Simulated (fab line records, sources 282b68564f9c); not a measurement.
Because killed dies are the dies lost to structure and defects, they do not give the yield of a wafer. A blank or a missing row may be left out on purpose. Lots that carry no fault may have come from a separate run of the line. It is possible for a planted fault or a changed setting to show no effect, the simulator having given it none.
fab line records	flow rit-cmos
record: lots: 5	wafers: 15	last-day: 7
route steps=202 shown NSD@133 PSD@142 SDANNEAL@153 PLDD@159 NLDD@160 SILICIDE@161 CONTACT@168
lots untouched by any fault: they come from a run of this same line in which no faults occurred
start-h: hours from the record's first day to the start of the lot's first wafer shown	wait-h: hours elapsed since this lot's preceding step	" identical to the entry in the row above	L1.1+2: a single row standing in for several wafers	- value missing, or start not given	* or withheld: withheld	< > ~ a bound
route shown NAME@n: names a module that has steps shown in the file, with the first one's number in the route	usual: mean and standard deviation over wafers with no fault	same: alike in all rows	chamber/n: place in a boat	sites: the reading at each site	_std_site: how widely they spread, as a standard deviation	_edge_site: mean of outer sites minus mean of inner sites	radius-mm: for every site, how far away it sits from the centre of the wafer	mask NAME#n: copy n	behind: the most recent tool/chamber to have shaped the wafer	hold: why the lot was held/for how many hours/how that ended	device: which transistor (n, p or np) failed to switch	end of line: the tests these same wafers got at the end of their route	where a step has no rows: the recipe by itself	killed: at the first sort, the dies lost to defects and structure; wafer yield is something else	map: shows each die of a wafer: x if killed, . if not, _ if none is there
set.NAME: the setting the step ran with; set.NAME@STEP: the setting that earlier step ran with	model.NAME: the simulator's own value behind a step, which no gauge read
a table for each step, a row for each wafer; lots at some steps of the route
services: when a tool's chamber went out of use (start-h, in hours from the record's first day, below 0 if earlier), for how many hours, and the reason
== steps ==
step: RIT_NSD_SOFTBAKE_02
recipe: resist: NOVOLAK	temp-c: 90	time-s: 60
lot.wafer	tool	chamber	start-h	wait-h
L087.3+4+6	litho-track-04	0	112.69	0.1
L089.2+4+6	litho-track-02	0	123.95	0.1
L090.1+2+5	litho-track-04	0	127.92	0.1
L092.2+3+4	litho-track-03	0	136.48	0.1
L094.3+4+5	litho-track-02	0	146.89	0.1
step: RIT_NSD_EXPOSE_03
recipe: mask-id: M9	na: 0.57	target-cd-nm: 40700	dose-mj: 250
same: na: 0.57
lot.wafer	tool	chamber	start-h	wait-h	mask
L087.3+4+6	iline-stepper-01	0	112.83	0.1	M9#0
L089.2+4+6	iline-stepper-01	0	124.22	0.2	M9#0
L090.1+2+5	iline-stepper-02	0	128.19	0.2	M9#0
L092.2+3+4	iline-stepper-02	0	136.75	0.2	M9#0
L094.3+4+5	iline-stepper-02	0	147.15	0.2	M9#0
step: RIT_NSD_PEB_04
recipe: resist: NOVOLAK	temp-c: withheld	time-s: withheld
lot.wafer	tool	chamber	start-h	wait-h
L087.3+4+6	litho-track-04	0	112.96	0.1
L089.2+4+6	litho-track-04	0	124.34	0.1
L090.1+2+5	litho-track-02	0	128.31	0.1
L092.2+3+4	litho-track-04	0	136.90	0.1
L094.3+4+5	litho-track-03	0	147.28	0.1
step: RIT_NSD_DEVELOP_05
recipe: resist: NOVOLAK	develop-time-s: 50	dev-temp-c: 23
lot.wafer	tool	chamber	start-h	wait-h
L087.3+4+6	litho-track-04	0	-	-
L089.2+4+6	litho-track-04	0	-	-
L090.1+2+5	litho-track-02	0	-	-
L092.2+3+4	litho-track-04	0	-	-
L094.3+4+5	litho-track-03	0	-	-
step: RIT_NSD_OVL_MEAS_06
usual: NSD_OVL: 1.2/1.4
lot.wafer	tool	chamber	start-h	wait-h	NSD_OVL[nm]
L087.3	overlay-02	-	113.20	-	3.6
L087.4	"	-	"	"	2.6
L087.6	"	-	"	"	2.7
L089.2	overlay-02	-	124.61	-	-0.2
L089.4	"	-	"	"	1.8
L089.6	"	-	"	"	1.0
L090.1	overlay-02	-	128.59	-	-1.1
L090.2	"	-	"	"	-0.3
L090.5	"	-	"	"	0.5
L092.2	overlay-01	-	137.17	-	2.0
L092.3	"	-	"	"	3.1
L092.4	"	-	"	"	4.0
L094.3	overlay-02	-	147.52	-	0.2
L094.4	"	-	"	"	0.9
L094.5	"	-	"	"	0.6
step: RIT_NSD_HARDBAKE_07
recipe: resist: NOVOLAK	temp-c: 140	time-s: 60
lot.wafer	tool	chamber	start-h	wait-h
L087.3+4+6	litho-track-04	0	113.28	0.1
L089.2+4+6	litho-track-04	0	124.66	0.0
L090.1+2+5	litho-track-02	0	128.63	0.0
L092.2+3+4	litho-track-04	0	137.22	0.0
L094.3+4+5	litho-track-02	0	147.60	0.1
step: RIT_NSD_IMPLANT_08
recipe: species: P	energy-kev: 25	dose-cm2: 1e+15	tilt-deg: 7
lot.wafer	tool	chamber	start-h	wait-h
L087.3+4+6	implanter-01	0	113.43	0.1
L089.2+4+6	implanter-04	0	124.81	0.1
L090.1+2+5	implanter-03	0	128.78	0.1
L092.2+3+4	implanter-03	0	137.37	0.1
L094.3+4+5	implanter-01	0	147.75	0.1
step: RIT_NSD_STRIP_09
recipe: chemistry: O2	time-s: 180	resist: NOVOLAK	platen-temp-c: withheld	power-w: 500	pressure-mtorr: 4000	o2-flow-sccm: 4000
usual: drypump-motor-current-A: 5.7/0.34
lot.wafer	tool	chamber	start-h	wait-h	drypump-motor-current-A	rf-hours-counter-h
L087.3	plasma-asher-03	1	113.68	0.2	5.7	-
L087.4	"	0	"	"	5.7	-
L087.6	"	1	"	"	5.7	-
L089.2	plasma-asher-03	0	124.94	0.1	5.8	52
L089.4	"	1	"	"	5.7	-
L089.6	"	1	"	"	5.7	-
L090.1	plasma-asher-03	0	128.93	0.1	5.7	53
L090.2	"	1	"	"	5.7	53
L090.5	"	0	"	"	5.8	-
L092.2	plasma-asher-04	1	137.51	0.1	6.0	3
L092.3	"	0	"	"	5.1	-
L092.4	"	1	"	"	6.0	-
L094.3	plasma-asher-04	1	147.91	0.1	6.0	-
L094.4	"	0	"	"	5.1	-
L094.5	"	1	"	"	6.0	-
step: RIT_NSD_TW_MEAS_10
usual: NSD_TW: 3129/32
lot.wafer	tool	chamber	start-h	wait-h	NSD_TW
L087.3	film-metro-04	-	113.82	0.1	3147
L087.4	"	-	"	"	3153
L087.6	"	-	"	"	3152
L089.2	film-metro-02	-	125.12	0.1	3144
L089.4	"	-	"	"	3134
L089.6	"	-	"	"	3134
L090.1	film-metro-01	-	129.11	0.1	3089
L090.2	"	-	"	"	3083
L090.5	"	-	"	"	3078
L092.2	film-metro-01	-	137.69	0.1	3101
L092.3	"	-	"	"	3110
L092.4	"	-	"	"	3113
L094.3	film-metro-04	-	148.04	0.1	3169
L094.4	"	-	"	"	3176
L094.5	"	-	"	"	3172
step: RIT_PSD_HMDS_00
recipe: prime-time-s: 60	prime-temp-c: 140
same: prime-time-s: 60
lot.wafer	tool	chamber	start-h	wait-h
L087.3+4+6	litho-track-03	0	113.91	0.1
L089.2+4+6	litho-track-03	0	125.20	0.1
L090.1+2+5	litho-track-03	0	129.17	0.1
L092.2+3+4	litho-track-04	0	137.77	0.1
L094.3+4+5	litho-track-03	0	148.13	0.1
step: RIT_PSD_COAT_01
recipe: resist: NOVOLAK	spin-rpm: 3250	resist-thk-nm: 994.2
usual: spin-speed-rpm: 3250.0/2.5
lot.wafer	tool	chamber	start-h	wait-h	spin-speed-rpm
L087.3	litho-track-03	0	114.06	0.1	3248.5
L087.4	"	0	"	"	3247.6
L087.6	"	0	"	"	3250.0
L089.2	litho-track-03	0	125.35	0.1	3247.8
L089.4	"	0	"	"	3252.0
L089.6	"	0	"	"	3252.8
L090.1	litho-track-03	0	129.32	0.1	3251.2
L090.2	"	0	"	"	3248.9
L090.5	"	0	"	"	3248.4
L092.2	litho-track-04	0	137.92	0.1	3246.0
L092.3	"	0	"	"	3247.6
L092.4	"	0	"	"	3249.1
L094.3	litho-track-03	0	148.28	0.1	3251.3
L094.4	"	0	"	"	3248.0
L094.5	"	0	"	"	3250.8
step: RIT_PSD_SOFTBAKE_02
recipe: resist: NOVOLAK	temp-c: 90	time-s: 60
lot.wafer	tool	chamber	start-h	wait-h
L087.3+4+6	litho-track-03	0	114.21	0.1
L089.2+4+6	litho-track-03	0	125.50	0.1
L090.1+2+5	litho-track-03	0	129.47	0.1
L092.2+3+4	litho-track-04	0	138.07	0.1
L094.3+4+5	litho-track-03	0	148.43	0.1
step: RIT_PSD_EXPOSE_03
recipe: mask-id: M10	na: 0.57	target-cd-nm: 40900	dose-mj: 250
same: na: 0.57
lot.wafer	tool	chamber	start-h	wait-h	mask
L087.3+4+6	iline-stepper-01	0	114.35	0.1	M10#0
L089.2+4+6	iline-stepper-02	0	125.77	0.2	M10#0
L090.1+2+5	iline-stepper-02	0	129.62	0.1	M10#0
L092.2+3+4	iline-stepper-01	0	138.34	0.2	M10#0
L094.3+4+5	iline-stepper-02	0	148.70	0.2	M10#0
step: RIT_PSD_PEB_04
recipe: resist: NOVOLAK	temp-c: withheld	time-s: withheld
lot.wafer	tool	chamber	start-h	wait-h
L087.3+4+6	litho-track-01	0	114.48	0.1
L089.2+4+6	litho-track-01	0	125.89	0.1
L090.1+2+5	litho-track-04	0	129.73	0.1
L092.2+3+4	litho-track-03	0	138.46	0.1
L094.3+4+5	litho-track-01	0	148.82	0.1
step: RIT_PSD_DEVELOP_05
recipe: resist: NOVOLAK	develop-time-s: 50	dev-temp-c: 23
lot.wafer	tool	chamber	start-h	wait-h
L087.3+4+6	litho-track-01	0	-	-
L089.2+4+6	litho-track-01	0	-	-
L090.1+2+5	litho-track-04	0	-	-
L092.2+3+4	litho-track-03	0	-	-
L094.3+4+5	litho-track-01	0	-	-
step: RIT_PSD_OVL_MEAS_06
usual: PSD_OVL: 0.5/1.6
lot.wafer	tool	chamber	start-h	wait-h	PSD_OVL[nm]
L087.3	overlay-02	-	114.72	-	1.6
L087.4	"	-	"	"	0.9
L087.6	"	-	"	"	0.2
L089.2	overlay-02	-	126.15	-	-1.5
L089.4	"	-	"	"	0.8
L089.6	"	-	"	"	0.2
L090.1	overlay-01	-	130.02	-	-2.0
L090.2	"	-	"	"	-2.1
L090.5	"	-	"	"	-2.9
L092.2	overlay-02	-	138.72	-	1.4
L092.3	"	-	"	"	1.0
L092.4	"	-	"	"	3.3
L094.3	overlay-02	-	149.07	-	-2.6
L094.4	"	-	"	"	0.5
L094.5	"	-	"	"	-0.5
step: RIT_PSD_HARDBAKE_07
recipe: resist: NOVOLAK	temp-c: 140	time-s: 60
lot.wafer	tool	chamber	start-h	wait-h
L087.3+4+6	litho-track-03	0	114.80	0.1
L089.2+4+6	litho-track-03	0	126.33	0.2
L090.1+2+5	litho-track-01	0	130.05	0.0
L092.2+3+4	litho-track-01	0	138.78	0.0
L094.3+4+5	litho-track-04	0	149.14	0.1
step: RIT_PSD_IMPLANT_08
recipe: species: BF2	energy-kev: 27	dose-cm2: 4.905e+15	tilt-deg: 7
lot.wafer	tool	chamber	start-h	wait-h
L087.3+4+6	implanter-03	0	114.95	0.1
L089.2+4+6	implanter-04	0	126.48	0.1
L090.1+2+5	implanter-04	0	130.20	0.1
L092.2+3+4	implanter-03	0	138.93	0.1
L094.3+4+5	implanter-04	0	149.29	0.1
step: RIT_PSD_STRIP_09
recipe: chemistry: O2	time-s: 180	resist: NOVOLAK	platen-temp-c: withheld	power-w: 500	pressure-mtorr: 4000	o2-flow-sccm: 4000
usual: drypump-motor-current-A: 5.6/0.33
lot.wafer	tool	chamber	start-h	wait-h	drypump-motor-current-A	rf-hours-counter-h
L087.3	plasma-asher-03	1	115.11	0.1	5.7	-
L087.4	"	0	"	"	5.7	-
L087.6	"	0	"	"	5.8	-
L089.2	plasma-asher-01	1	126.61	0.1	6.0	51
L089.4	"	1	"	"	6.0	-
L089.6	"	1	"	"	6.0	-
L090.1	plasma-asher-03	0	130.35	0.1	5.8	53
L090.2	"	1	"	"	5.7	53
L090.5	"	1	"	"	5.7	-
L092.2	plasma-asher-03	0	139.05	0.1	5.8	55
L092.3	"	0	"	"	5.8	-
L092.4	"	1	"	"	5.7	-
L094.3	plasma-asher-03	1	149.45	0.1	5.7	-
L094.4	"	0	"	"	5.7	-
L094.5	"	0	"	"	5.7	-
step: RIT_PSD_TW_MEAS_10
usual: PSD_TW: 3444/34
lot.wafer	tool	chamber	start-h	wait-h	PSD_TW
L087.3	film-metro-01	-	115.24	0.1	3391
L087.4	"	-	"	"	3379
L087.6	"	-	"	"	3391
L089.2	film-metro-04	-	126.79	0.1	3464
L089.4	"	-	"	"	3464
L089.6	"	-	"	"	3482
L090.1	film-metro-04	-	130.53	0.1	3475
L090.2	"	-	"	"	3478
L090.5	"	-	"	"	3475
L092.2	film-metro-01	-	139.24	0.1	3389
L092.3	"	-	"	"	3401
L092.4	"	-	"	"	3402
L094.3	film-metro-02	-	149.59	0.1	3472
L094.4	"	-	"	"	3468
L094.5	"	-	"	"	3478
step: RIT_SDANNEAL_CLEAN_00
recipe: chemistry: SC1	mix: 3:3:50	time-s: 600	temp-c: 75
lot.wafer	tool	chamber	start-h	wait-h
L087.3+4+6	wet-bench-04	3	115.28	0.0
L089.2+4+6	wet-bench-04	2	126.84	0.0
L090.1+2+5	wet-bench-04	1	130.59	0.1
L092.2+3+4	wet-bench-04	1	139.29	0.0
L094.3+4+5	wet-bench-03	1	149.63	0.0
step: RIT_SDANNEAL_CLEAN_01
recipe: chemistry: dHF	dilution: 50:1	time-s: 30
lot.wafer	tool	chamber	start-h	wait-h
L087.3+4+6	wet-bench-02	3	115.46	0.0
L089.2+4+6	wet-bench-02	0	127.02	0.0
L090.1+2+5	wet-bench-02	2	130.76	0.0
L092.2+3+4	wet-bench-02	1	139.48	0.0
L094.3+4+5	wet-bench-02	3	149.82	0.0
step: RIT_SDANNEAL_CLEAN_02
recipe: chemistry: SC2	mix: 3:3:50	time-s: 600	temp-c: 75	dry: n2-spin
lot.wafer	tool	chamber	start-h	wait-h
L087.3+4+6	wet-bench-04	0	115.47	0.0
L089.2+4+6	wet-bench-04	0	127.03	0.0
L090.1+2+5	wet-bench-04	0	130.78	0.0
L092.2+3+4	wet-bench-03	0	139.50	0.0
L094.3+4+5	wet-bench-03	1	149.84	0.0
step: RIT_SDANNEAL_RTA_03
recipe: temp-c: 1050	time-s: 5	idle-temp-c: 600	ramp-up-c-per-s: 342	ramp-down-c-per-s: 171	cool-to-c: 600	ambient: N2
usual: anneal-temp-c-max: 1057.4/1.5	wafer_temp_C_max: 1053.6/1.1
lot.wafer	tool	chamber	start-h	wait-h	anneal-temp-c-max	wafer_temp_C_max
L087.3	rtp-anneal-01	0	115.67	0.0	1058.9	1051.3
L087.4	"	0	"	"	1061.2	1053.1
L087.6	"	0	"	"	1059.4	1053.7
L089.2	rtp-anneal-01	0	127.22	0.0	1056.0	1053.6
L089.4	"	0	"	"	1056.2	1053.5
L089.6	"	0	"	"	1057.4	1054.5
L090.1	rtp-anneal-02	0	130.95	0.0	1057.2	1054.8
L090.2	"	0	"	"	1056.5	1052.8
L090.5	"	0	"	"	1056.1	1053.2
L092.2	rtp-anneal-02	0	139.69	0.0	1057.0	1054.7
L092.3	"	0	"	"	1057.0	1052.2
L092.4	"	0	"	"	1056.1	1054.9
L094.3	rtp-anneal-02	0	150.05	0.0	1057.5	1054.5
L094.4	"	0	"	"	1055.4	1054.9
L094.5	"	0	"	"	1055.9	1052.6
step: RIT_SDANNEAL_RS_MEAS_04
recipe: thk-meas-gauge: four-point-probe
usual: PSD_RS: 116.25/0.25
lot.wafer	tool	chamber	start-h	wait-h	PSD_RS[ohm/sq]
L087.3	film-metro-02	-	115.75	0.1	116.35
L087.4	"	-	"	"	116.59
L087.6	"	-	"	"	116.21
L089.2	film-metro-02	-	127.29	0.1	116.08
L089.4	"	-	"	"	116.32
L089.6	"	-	"	"	116.15
L090.1	film-metro-02	-	131.07	0.1	116.60
L090.2	"	-	"	"	117.01
L090.5	"	-	"	"	116.44
L092.2	film-metro-02	-	139.81	0.1	116.10
L092.3	"	-	"	"	115.83
L092.4	"	-	"	"	116.33
L094.3	film-metro-02	-	150.13	0.1	115.74
L094.4	"	-	"	"	116.22
L094.5	"	-	"	"	116.25
step: RIT_SDANNEAL_RS_MEAS_05
recipe: thk-meas-gauge: four-point-probe
usual: NSD_RS: 84.7/0.3
lot.wafer	tool	chamber	start-h	wait-h	NSD_RS[ohm/sq]
L087.3	film-metro-02	-	115.87	0.1	85.2
L087.4	"	-	"	"	85.2
L087.6	"	-	"	"	85.3
L089.2	film-metro-02	-	127.41	0.1	84.8
L089.4	"	-	"	"	84.9
L089.6	"	-	"	"	84.8
L090.1	film-metro-02	-	131.19	0.1	84.9
L090.2	"	-	"	"	85.0
L090.5	"	-	"	"	85.1
L092.2	film-metro-02	-	139.93	0.1	84.8
L092.3	"	-	"	"	84.7
L092.4	"	-	"	"	84.6
L094.3	film-metro-02	-	150.25	0.1	84.6
L094.4	"	-	"	"	84.5
L094.5	"	-	"	"	84.6
step: RIT_SDANNEAL_RS_MEAS_06
recipe: thk-meas-gauge: four-point-probe
usual: PLDD_RS: 178.8/0.44
lot.wafer	tool	chamber	start-h	wait-h	PLDD_RS[ohm/sq]
L087.3	film-metro-02	-	115.99	0.1	178.7
L087.4	"	-	"	"	178.8
L087.6	"	-	"	"	178.6
L089.2	film-metro-02	-	127.53	0.1	178.4
L089.4	"	-	"	"	178.3
L089.6	"	-	"	"	178.0
L090.1	film-metro-02	-	131.31	0.1	179.3
L090.2	"	-	"	"	179.5
L090.5	"	-	"	"	178.8
L092.2	film-metro-02	-	140.05	0.1	178.4
L092.3	"	-	"	"	178.3
L092.4	"	-	"	"	178.9
L094.3	film-metro-02	-	150.37	0.1	178.4
L094.4	"	-	"	"	178.4
L094.5	"	-	"	"	178.9
step: RIT_SDANNEAL_RS_MEAS_07
recipe: thk-meas-gauge: four-point-probe
usual: NLDD_RS: 151.8/0.57
lot.wafer	tool	chamber	start-h	wait-h	NLDD_RS[ohm/sq]
L087.3	film-metro-02	-	116.11	0.1	151.3
L087.4	"	-	"	"	151.6
L087.6	"	-	"	"	150.5
L089.2	film-metro-02	-	127.65	0.1	152.3
L089.4	"	-	"	"	152.4
L089.6	"	-	"	"	152.3
L090.1	film-metro-02	-	131.43	0.1	152.0
L090.2	"	-	"	"	152.0
L090.5	"	-	"	"	152.0
L092.2	film-metro-02	-	140.17	0.1	151.6
L092.3	"	-	"	"	152.0
L092.4	"	-	"	"	151.3
L094.3	film-metro-02	-	150.49	0.1	151.9
L094.4	"	-	"	"	151.9
L094.5	"	-	"	"	152.0
step: RIT_SILICIDE_WET_ETCH_00
recipe: chemistry: BOE	target: SiO2	target-depth-nm: 14	time-s: 15	dry: n2-spin	dilution: 10:1	temp-c: 21.5
lot.wafer	tool	chamber	start-h	wait-h
L087.3+4+6	wet-bench-01	3	116.19	0.1
L089.2+4+6	wet-bench-04	2	127.75	0.1
L090.1+2+5	wet-bench-01	2	131.55	0.1
L092.2+3+4	wet-bench-04	0	140.27	0.1
L094.3+4+5	wet-bench-03	2	150.57	0.1
step: RIT_SILICIDE_SPUTTER_01
recipe: material: Ti	target-thk-nm: 30	power-w: 350	chamber-pressure-pa: 0.667	gas: Ar	time-s: 240	substrate-temp-c: 25
usual: throttle-valve-pct: 30.2/0.93
lot.wafer	tool	chamber	start-h	wait-h	throttle-valve-pct
L087.3	pvd-sputter-01	-	116.20	0.0	30.0
L087.4	"	-	"	"	29.2
L087.6	"	-	"	"	31.6
L089.2	pvd-sputter-01	-	127.76	0.0	30.2
L089.4	"	-	"	"	31.4
L089.6	"	-	"	"	31.4
L090.1	pvd-sputter-03	-	131.56	0.0	29.2
L090.2	"	-	"	"	29.4
L090.5	"	-	"	"	30.5
L092.2	pvd-sputter-03	-	140.28	0.0	29.5
L092.3	"	-	"	"	29.7
L092.4	"	-	"	"	28.8
L094.3	pvd-sputter-03	-	150.58	0.0	30.1
L094.4	"	-	"	"	29.0
L094.5	"	-	"	"	30.6
step: RIT_SILICIDE_RS_MEAS_02
recipe: thk-meas-gauge: four-point-probe	reads: Ti_of_SILICIDE_SPUTTER_01
usual: SILICIDE_TI_RS: 47.7/0.79
lot.wafer	tool	chamber	start-h	wait-h	SILICIDE_TI_RS[ohm/sq]
L087.3	film-metro-04	-	116.39	0.1	48.5
L087.4	"	-	"	"	48.8
L087.6	"	-	"	"	48.9
L089.2	film-metro-03	-	127.93	0.1	46.0
L089.4	"	-	"	"	46.3
L089.6	"	-	"	"	46.7
L090.1	film-metro-01	-	131.71	0.1	48.2
L090.2	"	-	"	"	47.3
L090.5	"	-	"	"	47.2
L092.2	film-metro-04	-	140.45	0.1	48.0
L092.3	"	-	"	"	47.6
L092.4	"	-	"	"	47.1
L094.3	film-metro-01	-	150.77	0.1	47.1
L094.4	"	-	"	"	47.5
L094.5	"	-	"	"	47.0
step: RIT_SILICIDE_THK_MEAS_03
recipe: thk-meas-gauge: xrf	reads: Ti_of_SILICIDE_SPUTTER_01
usual: SILICIDE_TI_THK: 30.0/0.4
lot.wafer	tool	chamber	start-h	wait-h	SILICIDE_TI_THK[nm]
L087.3	film-metro-04	-	116.49	0.1	29.6
L087.4	"	-	"	"	29.5
L087.6	"	-	"	"	29.4
L089.2	film-metro-03	-	128.04	0.1	30.8
L089.4	"	-	"	"	30.7
L089.6	"	-	"	"	30.4
L090.1	film-metro-01	-	131.83	0.1	29.6
L090.2	"	-	"	"	30.0
L090.5	"	-	"	"	30.1
L092.2	film-metro-04	-	140.56	0.1	29.6
L092.3	"	-	"	"	29.7
L092.4	"	-	"	"	30.2
L094.3	film-metro-01	-	150.87	0.1	30.1
L094.4	"	-	"	"	29.9
L094.5	"	-	"	"	30.2
step: RIT_SILICIDE_RTA_04
recipe: temp-c: 650	time-s: 10	idle-temp-c: 25	ramp-up-s: 5	ramp-down-s: 5	cool-to-c: 25	ambient: N2
usual: anneal-temp-c-max: 654.7/0.94	wafer_temp_C_max: 654.2/0.95
lot.wafer	tool	chamber	start-h	wait-h	anneal-temp-c-max	wafer_temp_C_max
L087.3	rtp-anneal-02	0	116.57	0.1	653.1	654.2
L087.4	"	0	"	"	655.2	653.8
L087.6	"	0	"	"	653.2	654.2
L089.2	rtp-anneal-02	0	128.11	0.1	654.3	656.6
L089.4	"	0	"	"	653.6	654.4
L089.6	"	0	"	"	654.2	655.0
L090.1	rtp-anneal-01	0	131.89	0.1	653.9	652.9
L090.2	"	0	"	"	657.3	653.0
L090.5	"	0	"	"	655.9	654.7
L092.2	rtp-anneal-01	0	140.62	0.1	655.8	653.7
L092.3	"	0	"	"	655.7	653.2
L092.4	"	0	"	"	654.9	654.4
L094.3	rtp-anneal-01	0	150.93	0.1	654.7	653.6
L094.4	"	0	"	"	655.6	655.4
L094.5	"	0	"	"	655.3	654.5
step: RIT_SILICIDE_WET_ETCH_05
recipe: chemistry: SPM	target: Ti	temp-c: 90	time-s: 120	dry: n2-spin
lot.wafer	tool	chamber	start-h	wait-h
L087.3+4+6	wet-bench-04	0	116.66	0.1
L089.2+4+6	wet-bench-01	2	128.22	0.1
L090.1+2+5	wet-bench-04	0	131.96	0.1
L092.2+3+4	wet-bench-01	3	140.68	0.0
L094.3+4+5	wet-bench-04	1	150.98	0.0
step: RIT_SILICIDE_RTA_06
recipe: temp-c: 750	time-s: 10	idle-temp-c: 25	ramp-up-s: 5	ramp-down-s: 10	cool-to-c: 25	ambient: N2
usual: anneal-temp-c-max: 755.2/0.99	wafer_temp_C_max: 754.8/0.9
lot.wafer	tool	chamber	start-h	wait-h	anneal-temp-c-max	wafer_temp_C_max
L087.3	rtp-anneal-01	0	116.73	0.0	755.8	753.8
L087.4	"	0	"	"	754.6	755.6
L087.6	"	0	"	"	755.5	754.5
L089.2	rtp-anneal-01	0	128.27	0.0	755.2	753.8
L089.4	"	0	"	"	754.1	754.2
L089.6	"	0	"	"	755.7	755.4
L090.1	rtp-anneal-02	0	132.01	0.0	755.6	754.1
L090.2	"	0	"	"	753.6	754.4
L090.5	"	0	"	"	754.5	754.6
L092.2	rtp-anneal-02	0	140.74	0.0	755.2	754.6
L092.3	"	0	"	"	755.4	754.5
L092.4	"	0	"	"	754.5	755.4
L094.3	rtp-anneal-02	0	151.04	0.0	753.7	755.2
L094.4	"	0	"	"	754.7	754.9
L094.5	"	0	"	"	754.8	756.2
step: RIT_CONTACT_CVD_00
recipe: material: SiO2	target-thk-nm: 400	precursor: TEOS	temp-c: 390	time-s: 61	rf-w: 400
usual: heater-power-w: 305/62
lot.wafer	tool	chamber	start-h	wait-h	heater-power-w
L087.3	pecvd-02	0	116.80	0.1	323
L087.4	"	2	"	"	320
L087.6	"	0	"	"	333
L089.2	pecvd-03	0	128.33	0.0	304
L089.4	"	2	"	"	321
L089.6	"	0	"	"	313
L090.1	pecvd-02	1	132.14	0.1	288
L090.2	"	0	"	"	322
L090.5	"	1	"	"	308
L092.2	pecvd-03	0	140.85	0.1	342
L092.3	"	1	"	"	286
L092.4	"	2	"	"	388
L094.3	pecvd-04	0	151.08	0.0	459
L094.4	"	1	"	"	215
L094.5	"	0	"	"	458
step: RIT_CONTACT_THK_MEAS_01
recipe: reads: SiO2_of_CONTACT_CVD_00
usual: CONTACT_TEOS_THK: 397/4.9
lot.wafer	tool	chamber	start-h	wait-h	CONTACT_TEOS_THK[nm]
L087.3	film-metro-04	-	116.87	0.0	403
L087.4	"	-	"	"	400
L087.6	"	-	"	"	396
L089.2	film-metro-04	-	128.39	0.0	397
L089.4	"	-	"	"	396
L089.6	"	-	"	"	402
L090.1	film-metro-03	-	132.19	0.0	394
L090.2	"	-	"	"	397
L090.5	"	-	"	"	405
L092.2	film-metro-03	-	140.91	0.0	394
L092.3	"	-	"	"	393
L092.4	"	-	"	"	397
L094.3	film-metro-03	-	151.16	0.0	399
L094.4	"	-	"	"	398
L094.5	"	-	"	"	406
step: RIT_CONTACT_HMDS_02
recipe: prime-time-s: 60	prime-temp-c: 140
same: prime-time-s: 60
lot.wafer	tool	chamber	start-h	wait-h
L087.3+4+6	litho-track-01	0	116.96	0.1
L089.2+4+6	litho-track-04	0	128.47	0.1
L090.1+2+5	litho-track-04	0	132.25	0.1
L092.2+3+4	litho-track-01	0	140.99	0.1
L094.3+4+5	litho-track-02	0	151.25	0.1
step: RIT_CONTACT_COAT_03
recipe: resist: NOVOLAK	spin-rpm: 3250	resist-thk-nm: 982.9
usual: spin-speed-rpm: 3250.0/2.1
lot.wafer	tool	chamber	start-h	wait-h	spin-speed-rpm
L087.3	litho-track-01	0	117.11	0.1	3248.9
L087.4	"	0	"	"	3251.8
L087.6	"	0	"	"	3251.6
L089.2	litho-track-04	0	128.62	0.1	3249.6
L089.4	"	0	"	"	3253.1
L089.6	"	0	"	"	3247.6
L090.1	litho-track-04	0	132.40	0.1	3250.8
L090.2	"	0	"	"	3254.7
L090.5	"	0	"	"	3249.5
L092.2	litho-track-01	0	141.14	0.1	3249.3
L092.3	"	0	"	"	3250.0
L092.4	"	0	"	"	3247.7
L094.3	litho-track-02	0	151.40	0.1	3252.5
L094.4	"	0	"	"	3250.4
L094.5	"	0	"	"	3252.4
== services ==
tool	chamber	start-h	hours	kind
wet-bench-03	-	91.39	46.5	pm
wet-bench-04	-	93.48	7.8	repair
pecvd-02	-	95.61	0.9	repair
plasma-asher-04	-	108.92	9.0	pm
plasma-asher-04	0	108.92	9.0	vent-cycle
plasma-asher-04	1	108.92	9.0	vent-cycle
pecvd-02	1	116.75	3.9	repair
plasma-asher-04	0	117.92	-	clean
plasma-asher-04	1	117.92	-	clean
rtp-anneal-02	-	132.92	4.8	pm
implanter-04	-	133.93	5.2	pm
pecvd-04	-	137.66	0.8	repair
pecvd-02	0	139.44	9.6	repair
rtp-anneal-01	-	142.68	1.5	pm
wet-bench-04	-	144.35	2.3	repair
pecvd-02	-	151.24	1.5	repair
== key ==
fault none
